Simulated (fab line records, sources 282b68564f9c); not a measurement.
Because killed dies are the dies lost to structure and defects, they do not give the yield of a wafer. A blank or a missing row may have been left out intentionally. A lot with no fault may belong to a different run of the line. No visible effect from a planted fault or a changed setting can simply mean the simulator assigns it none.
fab line records :: flow rit_cmos
[record]
  lots = 7
  wafers = 21
  last_day = 7
route steps=202 shown PWELL@49 WELLDRIVE@50 NWELL@51 NRETRO@53 M1@202
lots untouched by any fault: they come from a run of this same line in which no faults occurred
start_h: the number of hours between the record's first day and the start of the first shown wafer of the lot :: wait_h: hours elapsed since this lot's preceding step :: " identical to the entry in the row above :: L1.1+2: a row that stands for several wafers :: - no value, or no start was given :: * or withheld: withheld :: < > ~ a bound
route shown NAME@n: a module of which the file shows steps, and the number in the route of the first :: usual: mean/standard deviation taken from wafers without a fault :: same: alike in all rows :: chamber/n: place in a boat :: sites: each site's reading :: _std_site: how widely they spread, as a standard deviation :: _edge_site: the outer-site mean with the inner-site mean subtracted :: radius_mm: how far each site lies from the wafer's centre :: mask NAME#n: copy n :: behind: the last tool/chamber to shape the wafer :: hold: reason for holding the lot/hours on hold/outcome of the hold :: device: the transistor (n, p or np) that didn't switch :: end of line: tests run on the same wafers once the route is complete :: a step with no rows: only its recipe :: killed: the dies lost at the first sort to structure and to defects; this is not the yield of the wafer :: map: shows each die of a wafer: x if killed, . if not, _ if none is there
set.NAME: the setting the step ran with; set.NAME@STEP: the setting that earlier step ran with :: model.NAME: the simulator's own value behind a step, which no gauge read
a table for each step, a row for each wafer; lots at some steps of the route
services: a tool's chamber out of use, with start hour (start_h, from the record's first day; less than 0 if before it), hours out, and reason
[[steps]]
[step RIT_PWELL_TW_MEAS_10]
[usual]
  PWELL_TW = 949/6.5
lot.wafer: L947.3
tool: film_metro-01
chamber: -
start_h: 36.25
wait_h: 0.1
PWELL_TW: 945

lot.wafer: L947.5
tool: film_metro-01
chamber: -
start_h: 36.25
wait_h: 0.1
PWELL_TW: 941

lot.wafer: L947.6
tool: film_metro-01
chamber: -
start_h: 36.25
wait_h: 0.1
PWELL_TW: 946

lot.wafer: L950.1
tool: film_metro-04
chamber: -
start_h: 55.28
wait_h: 0.1
PWELL_TW: 957

lot.wafer: L950.2
tool: film_metro-04
chamber: -
start_h: 55.28
wait_h: 0.1
PWELL_TW: 954

lot.wafer: L950.5
tool: film_metro-04
chamber: -
start_h: 55.28
wait_h: 0.1
PWELL_TW: 962

lot.wafer: L953.1
tool: film_metro-01
chamber: -
start_h: 66.34
wait_h: 0.1
PWELL_TW: 943

lot.wafer: L953.4
tool: film_metro-01
chamber: -
start_h: 66.34
wait_h: 0.1
PWELL_TW: 936

lot.wafer: L953.5
tool: film_metro-01
chamber: -
start_h: 66.34
wait_h: 0.1
PWELL_TW: 941

lot.wafer: L954.1
tool: film_metro-03
chamber: -
start_h: 69.99
wait_h: 0.1
PWELL_TW: 945

lot.wafer: L954.2
tool: film_metro-03
chamber: -
start_h: 69.99
wait_h: 0.1
PWELL_TW: 945

lot.wafer: L954.4
tool: film_metro-03
chamber: -
start_h: 69.99
wait_h: 0.1
PWELL_TW: 948

lot.wafer: L957.2
tool: film_metro-04
chamber: -
start_h: 88.32
wait_h: 0.1
PWELL_TW: 962

lot.wafer: L957.4
tool: film_metro-04
chamber: -
start_h: 88.32
wait_h: 0.1
PWELL_TW: 962

lot.wafer: L957.6
tool: film_metro-04
chamber: -
start_h: 88.32
wait_h: 0.1
PWELL_TW: 955

lot.wafer: L958.1
tool: film_metro-03
chamber: -
start_h: 93.87
wait_h: 0.1
PWELL_TW: 953

lot.wafer: L958.4
tool: film_metro-03
chamber: -
start_h: 93.87
wait_h: 0.1
PWELL_TW: 956

lot.wafer: L958.6
tool: film_metro-03
chamber: -
start_h: 93.87
wait_h: 0.1
PWELL_TW: 955

lot.wafer: L963.1
tool: film_metro-04
chamber: -
start_h: 114.61
wait_h: 0.1
PWELL_TW: 957

lot.wafer: L963.5
tool: film_metro-04
chamber: -
start_h: 114.61
wait_h: 0.1
PWELL_TW: 950

lot.wafer: L963.6
tool: film_metro-04
chamber: -
start_h: 114.61
wait_h: 0.1
PWELL_TW: 952
[step RIT_WELLDRIVE_ANNEAL_00]
[recipe]
  temp_c = 1100
  time_s = 14700
  ambient = N2
[step RIT_WELLDRIVE_RS_MEAS_01]
[recipe]
  thk_meas_gauge = four-point-probe
[usual]
  NWELL_RS = 275.8/0.85
lot.wafer: L947.3
tool: film_metro-04
chamber: -
start_h: 44.79
wait_h: 0.0
NWELL_RS[ohm/sq]: 275.5

lot.wafer: L947.5
tool: film_metro-04
chamber: -
start_h: 44.79
wait_h: 0.0
NWELL_RS[ohm/sq]: 275.7

lot.wafer: L947.6
tool: film_metro-04
chamber: -
start_h: 44.79
wait_h: 0.0
NWELL_RS[ohm/sq]: 275.3

lot.wafer: L950.1
tool: film_metro-01
chamber: -
start_h: 61.37
wait_h: 0.0
NWELL_RS[ohm/sq]: 276.6

lot.wafer: L950.2
tool: film_metro-01
chamber: -
start_h: 61.37
wait_h: 0.0
NWELL_RS[ohm/sq]: 277.3

lot.wafer: L950.5
tool: film_metro-01
chamber: -
start_h: 61.37
wait_h: 0.0
NWELL_RS[ohm/sq]: 277.6

lot.wafer: L953.1
tool: film_metro-04
chamber: -
start_h: 74.19
wait_h: 0.0
NWELL_RS[ohm/sq]: 275.9

lot.wafer: L953.4
tool: film_metro-04
chamber: -
start_h: 74.19
wait_h: 0.0
NWELL_RS[ohm/sq]: 275.0

lot.wafer: L953.5
tool: film_metro-04
chamber: -
start_h: 74.19
wait_h: 0.0
NWELL_RS[ohm/sq]: 274.9

lot.wafer: L954.1
tool: film_metro-04
chamber: -
start_h: 79.27
wait_h: 0.0
NWELL_RS[ohm/sq]: 277.2

lot.wafer: L954.2
tool: film_metro-04
chamber: -
start_h: 79.27
wait_h: 0.0
NWELL_RS[ohm/sq]: 276.6

lot.wafer: L954.4
tool: film_metro-04
chamber: -
start_h: 79.27
wait_h: 0.0
NWELL_RS[ohm/sq]: 275.4

lot.wafer: L957.2
tool: film_metro-04
chamber: -
start_h: 94.73
wait_h: 0.0
NWELL_RS[ohm/sq]: 274.9

lot.wafer: L957.4
tool: film_metro-04
chamber: -
start_h: 94.73
wait_h: 0.0
NWELL_RS[ohm/sq]: 275.1

lot.wafer: L957.6
tool: film_metro-04
chamber: -
start_h: 94.73
wait_h: 0.0
NWELL_RS[ohm/sq]: 275.1

lot.wafer: L958.1
tool: film_metro-04
chamber: -
start_h: 99.80
wait_h: 0.0
NWELL_RS[ohm/sq]: 275.5

lot.wafer: L958.4
tool: film_metro-04
chamber: -
start_h: 99.80
wait_h: 0.0
NWELL_RS[ohm/sq]: 275.0

lot.wafer: L958.6
tool: film_metro-04
chamber: -
start_h: 99.80
wait_h: 0.0
NWELL_RS[ohm/sq]: 275.4

lot.wafer: L963.1
tool: film_metro-04
chamber: -
start_h: 120.26
wait_h: 0.0
NWELL_RS[ohm/sq]: 275.7

lot.wafer: L963.5
tool: film_metro-04
chamber: -
start_h: 120.26
wait_h: 0.0
NWELL_RS[ohm/sq]: 275.3

lot.wafer: L963.6
tool: film_metro-04
chamber: -
start_h: 120.26
wait_h: 0.0
NWELL_RS[ohm/sq]: 276.7
[step RIT_WELLDRIVE_RS_MEAS_02]
[recipe]
  thk_meas_gauge = four-point-probe
[usual]
  PWELL_RS = 430.4/1.3
lot.wafer: L947.3
tool: film_metro-04
chamber: -
start_h: 44.91
wait_h: 0.1
PWELL_RS[ohm/sq]: 428.4

lot.wafer: L947.5
tool: film_metro-04
chamber: -
start_h: 44.91
wait_h: 0.1
PWELL_RS[ohm/sq]: 428.4

lot.wafer: L947.6
tool: film_metro-04
chamber: -
start_h: 44.91
wait_h: 0.1
PWELL_RS[ohm/sq]: 428.6

lot.wafer: L950.1
tool: film_metro-01
chamber: -
start_h: 61.49
wait_h: 0.1
PWELL_RS[ohm/sq]: 431.8

lot.wafer: L950.2
tool: film_metro-01
chamber: -
start_h: 61.49
wait_h: 0.1
PWELL_RS[ohm/sq]: 432.0

lot.wafer: L950.5
tool: film_metro-01
chamber: -
start_h: 61.49
wait_h: 0.1
PWELL_RS[ohm/sq]: 430.5

lot.wafer: L953.1
tool: film_metro-04
chamber: -
start_h: 74.31
wait_h: 0.1
PWELL_RS[ohm/sq]: 431.3

lot.wafer: L953.4
tool: film_metro-04
chamber: -
start_h: 74.31
wait_h: 0.1
PWELL_RS[ohm/sq]: 431.4

lot.wafer: L953.5
tool: film_metro-04
chamber: -
start_h: 74.31
wait_h: 0.1
PWELL_RS[ohm/sq]: 431.0

lot.wafer: L954.1
tool: film_metro-04
chamber: -
start_h: 79.39
wait_h: 0.1
PWELL_RS[ohm/sq]: 430.9

lot.wafer: L954.2
tool: film_metro-04
chamber: -
start_h: 79.39
wait_h: 0.1
PWELL_RS[ohm/sq]: 431.8

lot.wafer: L954.4
tool: film_metro-04
chamber: -
start_h: 79.39
wait_h: 0.1
PWELL_RS[ohm/sq]: 431.2

lot.wafer: L957.2
tool: film_metro-04
chamber: -
start_h: 94.85
wait_h: 0.1
PWELL_RS[ohm/sq]: 429.9

lot.wafer: L957.4
tool: film_metro-04
chamber: -
start_h: 94.85
wait_h: 0.1
PWELL_RS[ohm/sq]: 428.8

lot.wafer: L957.6
tool: film_metro-04
chamber: -
start_h: 94.85
wait_h: 0.1
PWELL_RS[ohm/sq]: 428.0

lot.wafer: L958.1
tool: film_metro-04
chamber: -
start_h: 99.92
wait_h: 0.1
PWELL_RS[ohm/sq]: 430.4

lot.wafer: L958.4
tool: film_metro-04
chamber: -
start_h: 99.92
wait_h: 0.1
PWELL_RS[ohm/sq]: 429.9

lot.wafer: L958.6
tool: film_metro-04
chamber: -
start_h: 99.92
wait_h: 0.1
PWELL_RS[ohm/sq]: 429.5

lot.wafer: L963.1
tool: film_metro-04
chamber: -
start_h: 120.38
wait_h: 0.1
PWELL_RS[ohm/sq]: 430.7

lot.wafer: L963.5
tool: film_metro-04
chamber: -
start_h: 120.38
wait_h: 0.1
PWELL_RS[ohm/sq]: 429.7

lot.wafer: L963.6
tool: film_metro-04
chamber: -
start_h: 120.38
wait_h: 0.1
PWELL_RS[ohm/sq]: 430.6
[step RIT_NRETRO_HMDS_00]
[recipe]
  prime_time_s = 60
  prime_temp_c = 140
[step RIT_NRETRO_COAT_01]
[recipe]
  resist = NOVOLAK
  spin_rpm = 2000
  resist_thk_nm = 1300
[step RIT_NRETRO_SOFTBAKE_02]
[recipe]
  resist = NOVOLAK
  temp_c = 90
  time_s = 60
[step RIT_NRETRO_EXPOSE_03]
[recipe]
  mask_id = M4
  na = 0.57
  target_cd_nm = 43900
  dose_mj = 250
[step RIT_NRETRO_PEB_04]
[recipe]
  resist = NOVOLAK
  temp_c = withheld
  time_s = withheld
[step RIT_NRETRO_DEVELOP_05]
[recipe]
  resist = NOVOLAK
  develop_time_s = 68
  dev_temp_c = 23
[step RIT_NRETRO_OVL_MEAS_06]
[usual]
  NRETRO_OVL = 0.5/1.6
lot.wafer: L947.3
tool: overlay-01
chamber: -
start_h: 45.88
wait_h: -
NRETRO_OVL[nm]: 3.4

lot.wafer: L947.5
tool: overlay-01
chamber: -
start_h: 45.88
wait_h: -
NRETRO_OVL[nm]: 2.7

lot.wafer: L947.6
tool: overlay-01
chamber: -
start_h: 45.88
wait_h: -
NRETRO_OVL[nm]: 1.0

lot.wafer: L950.1
tool: overlay-02
chamber: -
start_h: 62.49
wait_h: -
NRETRO_OVL[nm]: 1.2

lot.wafer: L950.2
tool: overlay-02
chamber: -
start_h: 62.49
wait_h: -
NRETRO_OVL[nm]: 1.6

lot.wafer: L950.5
tool: overlay-02
chamber: -
start_h: 62.49
wait_h: -
NRETRO_OVL[nm]: 1.2

lot.wafer: L953.1
tool: overlay-02
chamber: -
start_h: 75.31
wait_h: -
NRETRO_OVL[nm]: 2.6

lot.wafer: L953.4
tool: overlay-02
chamber: -
start_h: 75.31
wait_h: -
NRETRO_OVL[nm]: 1.9

lot.wafer: L953.5
tool: overlay-02
chamber: -
start_h: 75.31
wait_h: -
NRETRO_OVL[nm]: 1.7

lot.wafer: L954.1
tool: overlay-01
chamber: -
start_h: 80.39
wait_h: -
NRETRO_OVL[nm]: 3.3

lot.wafer: L954.2
tool: overlay-01
chamber: -
start_h: 80.39
wait_h: -
NRETRO_OVL[nm]: 4.0

lot.wafer: L954.4
tool: overlay-01
chamber: -
start_h: 80.39
wait_h: -
NRETRO_OVL[nm]: 2.0

lot.wafer: L957.2
tool: overlay-02
chamber: -
start_h: 96.15
wait_h: -
NRETRO_OVL[nm]: 0.3

lot.wafer: L957.4
tool: overlay-02
chamber: -
start_h: 96.15
wait_h: -
NRETRO_OVL[nm]: 1.7

lot.wafer: L957.6
tool: overlay-02
chamber: -
start_h: 96.15
wait_h: -
NRETRO_OVL[nm]: 0.5

lot.wafer: L958.1
tool: overlay-02
chamber: -
start_h: 100.92
wait_h: -
NRETRO_OVL[nm]: 0.0

lot.wafer: L958.4
tool: overlay-02
chamber: -
start_h: 100.92
wait_h: -
NRETRO_OVL[nm]: -0.1

lot.wafer: L958.6
tool: overlay-02
chamber: -
start_h: 100.92
wait_h: -
NRETRO_OVL[nm]: 0.4

lot.wafer: L963.1
tool: overlay-01
chamber: -
start_h: 121.38
wait_h: -
NRETRO_OVL[nm]: -0.7

lot.wafer: L963.5
tool: overlay-01
chamber: -
start_h: 121.38
wait_h: -
NRETRO_OVL[nm]: 1.2

lot.wafer: L963.6
tool: overlay-01
chamber: -
start_h: 121.38
wait_h: -
NRETRO_OVL[nm]: 0.3
[step RIT_NRETRO_HARDBAKE_07]
[recipe]
  resist = NOVOLAK
  temp_c = 140
  time_s = 120
[step RIT_NRETRO_IMPLANT_08]
[recipe]
  species = P
  energy_kev = 70
  dose_cm2 = 1e+13
  tilt_deg = 7
[usual]
  beam_energy_keV = 70.000/0.023
lot.wafer: L947.3
tool: implanter-03
chamber: 0
start_h: 46.20
wait_h: 0.2
beam_energy_keV: 70.005
model.implant.rp_nm: 84.82
model.implant.drp_nm: 33.94

lot.wafer: L947.5
tool: implanter-03
chamber: 0
start_h: 46.20
wait_h: 0.2
beam_energy_keV: 69.981
model.implant.rp_nm: 84.82
model.implant.drp_nm: 33.94

lot.wafer: L947.6
tool: implanter-03
chamber: 0
start_h: 46.20
wait_h: 0.2
beam_energy_keV: 69.995
model.implant.rp_nm: 84.82
model.implant.drp_nm: 33.94

lot.wafer: L950.1
tool: implanter-03
chamber: 0
start_h: 62.78
wait_h: 0.2
beam_energy_keV: 70.014
model.implant.rp_nm: 82.48
model.implant.drp_nm: 33.94

lot.wafer: L950.2
tool: implanter-03
chamber: 0
start_h: 62.78
wait_h: 0.2
beam_energy_keV: 70.002
model.implant.rp_nm: 82.48
model.implant.drp_nm: 33.94

lot.wafer: L950.5
tool: implanter-03
chamber: 0
start_h: 62.78
wait_h: 0.2
beam_energy_keV: 70.034
model.implant.rp_nm: 82.48
model.implant.drp_nm: 33.94

lot.wafer: L953.1
tool: implanter-03
chamber: 0
start_h: 75.59
wait_h: 0.2
beam_energy_keV: 67.594
model.implant.rp_nm: 81.5
model.implant.drp_nm: 32.94

lot.wafer: L953.4
tool: implanter-03
chamber: 0
start_h: 75.59
wait_h: 0.2
beam_energy_keV: 67.577
model.implant.rp_nm: 81.5
model.implant.drp_nm: 32.94

lot.wafer: L953.5
tool: implanter-03
chamber: 0
start_h: 75.59
wait_h: 0.2
beam_energy_keV: 67.565
model.implant.rp_nm: 81.5
model.implant.drp_nm: 32.94

lot.wafer: L954.1
tool: implanter-03
chamber: 0
start_h: 80.68
wait_h: 0.2
beam_energy_keV: 67.580
model.implant.rp_nm: 80.41
model.implant.drp_nm: 32.94

lot.wafer: L954.2
tool: implanter-03
chamber: 0
start_h: 80.68
wait_h: 0.2
beam_energy_keV: 67.543
model.implant.rp_nm: 80.41
model.implant.drp_nm: 32.94

lot.wafer: L954.4
tool: implanter-03
chamber: 0
start_h: 80.68
wait_h: 0.2
beam_energy_keV: 67.575
model.implant.rp_nm: 80.41
model.implant.drp_nm: 32.94

lot.wafer: L957.2
tool: implanter-03
chamber: 0
start_h: 96.59
wait_h: 0.2
beam_energy_keV: 67.593
model.implant.rp_nm: 79.57
model.implant.drp_nm: 32.94

lot.wafer: L957.4
tool: implanter-03
chamber: 0
start_h: 96.59
wait_h: 0.2
beam_energy_keV: 67.630
model.implant.rp_nm: 79.57
model.implant.drp_nm: 32.94

lot.wafer: L957.6
tool: implanter-03
chamber: 0
start_h: 96.59
wait_h: 0.2
beam_energy_keV: 67.628
model.implant.rp_nm: 79.57
model.implant.drp_nm: 32.94

lot.wafer: L958.1
tool: implanter-04
chamber: 0
start_h: 101.20
wait_h: 0.2
beam_energy_keV: 69.997
model.implant.rp_nm: 85.84
model.implant.drp_nm: 33.94

lot.wafer: L958.4
tool: implanter-04
chamber: 0
start_h: 101.20
wait_h: 0.2
beam_energy_keV: 70.000
model.implant.rp_nm: 85.84
model.implant.drp_nm: 33.94

lot.wafer: L958.6
tool: implanter-04
chamber: 0
start_h: 101.20
wait_h: 0.2
beam_energy_keV: 70.008
model.implant.rp_nm: 85.84
model.implant.drp_nm: 33.94

lot.wafer: L963.1
tool: implanter-01
chamber: 0
start_h: 121.67
wait_h: 0.2
beam_energy_keV: 69.991
model.implant.rp_nm: 85.89
model.implant.drp_nm: 33.94

lot.wafer: L963.5
tool: implanter-01
chamber: 0
start_h: 121.67
wait_h: 0.2
beam_energy_keV: 69.997
model.implant.rp_nm: 85.89
model.implant.drp_nm: 33.94

lot.wafer: L963.6
tool: implanter-01
chamber: 0
start_h: 121.67
wait_h: 0.2
beam_energy_keV: 70.002
model.implant.rp_nm: 85.89
model.implant.drp_nm: 33.94
[step RIT_NRETRO_STRIP_09]
[recipe]
  chemistry = O2
  time_s = 180
  resist = NOVOLAK
  platen_temp_c = withheld
  power_w = 500
  pressure_mtorr = 4000
  o2_flow_sccm = 4000
[usual]
  chamber_pressure_mTorr = 4000/3.5
  drypump_motor_current_A = 5.82/0.24
lot.wafer: L947.3
tool: plasma_asher-02
chamber: 0
start_h: 46.36
wait_h: 0.1
chamber_pressure_mTorr: 4001
drypump_motor_current_A: 5.75
rf_hours_counter_h: -

lot.wafer: L947.5
tool: plasma_asher-02
chamber: 0
start_h: 46.36
wait_h: 0.1
chamber_pressure_mTorr: 4005
drypump_motor_current_A: 5.77
rf_hours_counter_h: -

lot.wafer: L947.6
tool: plasma_asher-02
chamber: 1
start_h: 46.36
wait_h: 0.1
chamber_pressure_mTorr: 3998
drypump_motor_current_A: 6.03
rf_hours_counter_h: -

lot.wafer: L950.1
tool: plasma_asher-01
chamber: 0
start_h: 62.93
wait_h: 0.1
chamber_pressure_mTorr: 4001
drypump_motor_current_A: 5.75
rf_hours_counter_h: 39

lot.wafer: L950.2
tool: plasma_asher-01
chamber: 1
start_h: 62.93
wait_h: 0.1
chamber_pressure_mTorr: 4003
drypump_motor_current_A: 6.08
rf_hours_counter_h: 39

lot.wafer: L950.5
tool: plasma_asher-01
chamber: 0
start_h: 62.93
wait_h: 0.1
chamber_pressure_mTorr: 3999
drypump_motor_current_A: 5.75
rf_hours_counter_h: -

lot.wafer: L953.1
tool: plasma_asher-01
chamber: 0
start_h: 75.77
wait_h: 0.1
chamber_pressure_mTorr: 4002
drypump_motor_current_A: 5.74
rf_hours_counter_h: 40

lot.wafer: L953.4
tool: plasma_asher-01
chamber: 1
start_h: 75.77
wait_h: 0.1
chamber_pressure_mTorr: 4001
drypump_motor_current_A: 6.09
rf_hours_counter_h: -

lot.wafer: L953.5
tool: plasma_asher-01
chamber: 1
start_h: 75.77
wait_h: 0.1
chamber_pressure_mTorr: 4003
drypump_motor_current_A: 6.06
rf_hours_counter_h: -

lot.wafer: L954.1
tool: plasma_asher-02
chamber: 0
start_h: 80.83
wait_h: 0.1
chamber_pressure_mTorr: 3998
drypump_motor_current_A: 5.80
rf_hours_counter_h: 28

lot.wafer: L954.2
tool: plasma_asher-02
chamber: 1
start_h: 80.83
wait_h: 0.1
chamber_pressure_mTorr: 4000
drypump_motor_current_A: 6.00
rf_hours_counter_h: 28

lot.wafer: L954.4
tool: plasma_asher-02
chamber: 1
start_h: 80.83
wait_h: 0.1
chamber_pressure_mTorr: 3997
drypump_motor_current_A: 6.04
rf_hours_counter_h: -

lot.wafer: L957.2
tool: plasma_asher-02
chamber: 1
start_h: 96.72
wait_h: 0.1
chamber_pressure_mTorr: 3998
drypump_motor_current_A: 6.03
rf_hours_counter_h: 30

lot.wafer: L957.4
tool: plasma_asher-02
chamber: 1
start_h: 96.72
wait_h: 0.1
chamber_pressure_mTorr: 4003
drypump_motor_current_A: 5.99
rf_hours_counter_h: -

lot.wafer: L957.6
tool: plasma_asher-02
chamber: 1
start_h: 96.72
wait_h: 0.1
chamber_pressure_mTorr: 3999
drypump_motor_current_A: 6.01
rf_hours_counter_h: -

lot.wafer: L958.1
tool: plasma_asher-01
chamber: 1
start_h: 101.35
wait_h: 0.1
chamber_pressure_mTorr: 4001
drypump_motor_current_A: 6.06
rf_hours_counter_h: 44

lot.wafer: L958.4
tool: plasma_asher-01
chamber: 0
start_h: 101.35
wait_h: 0.1
chamber_pressure_mTorr: 4002
drypump_motor_current_A: 5.74
rf_hours_counter_h: -

lot.wafer: L958.6
tool: plasma_asher-01
chamber: 1
start_h: 101.35
wait_h: 0.1
chamber_pressure_mTorr: 4004
drypump_motor_current_A: 6.02
rf_hours_counter_h: -

lot.wafer: L963.1
tool: plasma_asher-02
chamber: 0
start_h: 121.82
wait_h: 0.1
chamber_pressure_mTorr: 4002
drypump_motor_current_A: 5.75
rf_hours_counter_h: 33

lot.wafer: L963.5
tool: plasma_asher-02
chamber: 0
start_h: 121.82
wait_h: 0.1
chamber_pressure_mTorr: 3995
drypump_motor_current_A: 5.76
rf_hours_counter_h: -

lot.wafer: L963.6
tool: plasma_asher-02
chamber: 1
start_h: 121.82
wait_h: 0.1
chamber_pressure_mTorr: 4001
drypump_motor_current_A: 6.00
rf_hours_counter_h: -
[step RIT_M1_PROBE_99]
[usual]
  killed_at_contacts = 0.1/0.37
  killed_at_front_end = 6.9/2.9
  killed_dies = 7.1/2.9
  killed_open = 3.3/1.8
  killed_short = 3.6/2.2
[same]
  gross_dies = 264
  killed_at_M0_to_M3 = 0
  killed_at_M4_up = 0
  killed_at_back_side = 0
  killed_at_other = 0
lot.wafer: L958.1
tool: prober-02
chamber: -
start_h: 131.97
wait_h: 0.1
killed_at_contacts: 0
killed_at_front_end: 9
killed_dies: 9
killed_open: 5
killed_short: 4

lot.wafer: L958.4
tool: prober-02
chamber: -
start_h: 132.12
wait_h: 0.2
killed_at_contacts: 0
killed_at_front_end: 9
killed_dies: 9
killed_open: 6
killed_short: 3

lot.wafer: L958.6
tool: prober-02
chamber: -
start_h: 132.22
wait_h: 0.2
killed_at_contacts: 0
killed_at_front_end: 10
killed_dies: 10
killed_open: 4
killed_short: 6

lot.wafer: L963.1
tool: prober-01
chamber: -
start_h: 156.66
wait_h: 0.1
killed_at_contacts: 0
killed_at_front_end: 5
killed_dies: 5
killed_open: 2
killed_short: 3

lot.wafer: L963.5
tool: prober-01
chamber: -
start_h: 156.86
wait_h: 0.2
killed_at_contacts: 0
killed_at_front_end: 15
killed_dies: 15
killed_open: 7
killed_short: 8

lot.wafer: L963.6
tool: prober-01
chamber: -
start_h: 156.91
wait_h: 0.2
killed_at_contacts: 2
killed_at_front_end: 8
killed_dies: 10
killed_open: 3
killed_short: 5
// killed by level:class
L958.1 SPACER:geometric_particle:open=3 FOX1:geometric_particle:short=2 FOX1:geometric_particle:open=1 GATE:geometric_particle:open=1 GATE:geometric_particle:short=1 SPACER:geometric_particle:short=1
L958.4 GATE:geometric_particle:open=2 SILICIDE:geometric_particle:open=2 FOX1:geometric_particle:open=1 GATE:geometric_particle:short=1 SPACER:geometric_particle:open=1 SPACER:geometric_particle:short=1 SILICIDE:geometric_particle:short=1
L958.6 FOX1:geometric_particle:open=3 GATE:geometric_particle:short=2 SPACER:geometric_particle:short=2 FOX1:geometric_particle:short=1 SPACER:geometric_particle:open=1 SILICIDE:geometric_particle:short=1
L963.1 GATE:geometric_particle:short=2 FOX2:geometric_particle:open=1 FOX2:geometric_particle:short=1 GATE:geometric_particle:open=1
L963.5 REOX:geometric_particle:open=3 GATE:geometric_particle:open=2 GATE:geometric_particle:short=2 REOX:geometric_particle:short=2 SILICIDE:geometric_particle:open=2 SILICIDE:geometric_particle:short=2 FOX1:geometric_particle:short=1 FOX2:geometric_particle:short=1
L963.6 FOX1:geometric_particle:open=2 SILICIDE:geometric_particle:short=2 CONTACT:coat_microbubble_printed=2 FOX1:geometric_particle:short=1 FOX2:geometric_particle:short=1 GATE:geometric_particle:open=1 SPACER:geometric_particle:short=1
[[services]]
tool: implanter-01
chamber: -
start_h: 27.14
hours: 1.3
kind: repair

tool: plasma_asher-01
chamber: -
start_h: 31.07
hours: 15.6
kind: pm

tool: implanter-03
chamber: -
start_h: 50.66
hours: 3.6
kind: pm

tool: plasma_asher-02
chamber: -
start_h: 58.08
hours: 9.8
kind: repair

tool: plasma_asher-02
chamber: -
start_h: 67.84
hours: 9.9
kind: pm

tool: implanter-03
chamber: -
start_h: 77.11
hours: 3.3
kind: repair
[[key]]
[first_sign]
  step = RIT_NRETRO_IMPLANT_08
  reading = beam_energy_keV
  direction = down
  sigmas = 99+
  usual = 70.000
  struck = 67.587
effect none on later readings
[model_effect]
  step = RIT_NRETRO_IMPLANT_08
  value = implant.rp_nm
  without = 83.43
  struck = 80.49
met_at RIT_NRETRO_IMPLANT_08
struck_wafers L953.1,L953.4,L953.5,L954.1,L954.2,L954.4,L957.2,L957.4,L957.6
tester_left_out L953,L954,L957
onset_between 62.78 75.59
[fault]
  kind = process_parameter_drift
  tool = implanter-03
  chamber = -
  onset_h = 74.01
  steps = RIT_NRETRO_IMPLANT_08
  channel = energy_kev
  offset = -2.4015
  shape = step
  end_h = 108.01
  acts_in = these_recipes_only
  stated = 70
// tester_left_out: of these lots the tester's yield and bins aren't shown, on N5 and GAA mostly nor the transistor test; their killed dies are dies lost to structure and defects alone, not to doping, threshold or leakage, so they don't give the yield
